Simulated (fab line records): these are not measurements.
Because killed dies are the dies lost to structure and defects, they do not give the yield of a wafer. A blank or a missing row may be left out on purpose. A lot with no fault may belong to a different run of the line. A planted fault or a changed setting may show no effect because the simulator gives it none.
The same fault as seen by 2 desks	flow rit cmos	each desk has only its own numbers; what lay behind them comes last

DESK OF THE TOOL OWNER: litho track-01
The tool's own readings at RIT_ACTIVE_COAT_06 (resist thk 1000 nm): means of the sampled wafers that have a number, for each lot that ran on this tool. A lot is out of limits, marked OUT, if its mean lies more than 4 standard deviations from the usual mean; the brackets give that distance.
Columns: A = chill plate temp C at RIT_ACTIVE_COAT_06, usual 22.99 C
lot	first seen here	A
L801	day 1 18:49	23.03
L804	day 2 09:46	22.82
L808	day 3 08:33	23.08
L814	day 4 11:46	22.92
This desk's verdict: no lot among the 4 shows anything out of limits.

FROM THE METROLOGY DESK
Means of the sampled wafers that have a number, per lot and without regard to the tool the lot ran on: this is what the gauges read. A lot is out of limits, marked OUT, if its mean lies more than 4 standard deviations from the usual mean; the brackets give that distance.
Columns: A = cd nm at RIT_ACTIVE_CD_MEAS_11, usual 1399.9 nm
lot	first seen here	A
L800	day 1 14:35	1398.8
L801	day 1 19:45	1400.2
L804	day 2 10:35	1401.4
L806	day 2 20:26	1401.2
L807	day 3 04:19	1398.1
L808	day 3 09:15	1395.7
L813	day 4 07:34	1396.5
L814	day 4 12:35	1393.3
L819	day 5 13:45	1401.0
L820	day 5 20:17	1396.6
L821	day 6 00:37	1402.2
L822	day 6 06:14	1400.8
L823	day 6 10:17	1401.9
This desk's verdict: no lot among the 13 shows anything out of limits.

ALL TOGETHER
The tool owner's desk saw nothing out of limits.
Nothing out of limits was seen by the metrology desk.

WHAT WAS PUT IN BY THE SIMULATOR
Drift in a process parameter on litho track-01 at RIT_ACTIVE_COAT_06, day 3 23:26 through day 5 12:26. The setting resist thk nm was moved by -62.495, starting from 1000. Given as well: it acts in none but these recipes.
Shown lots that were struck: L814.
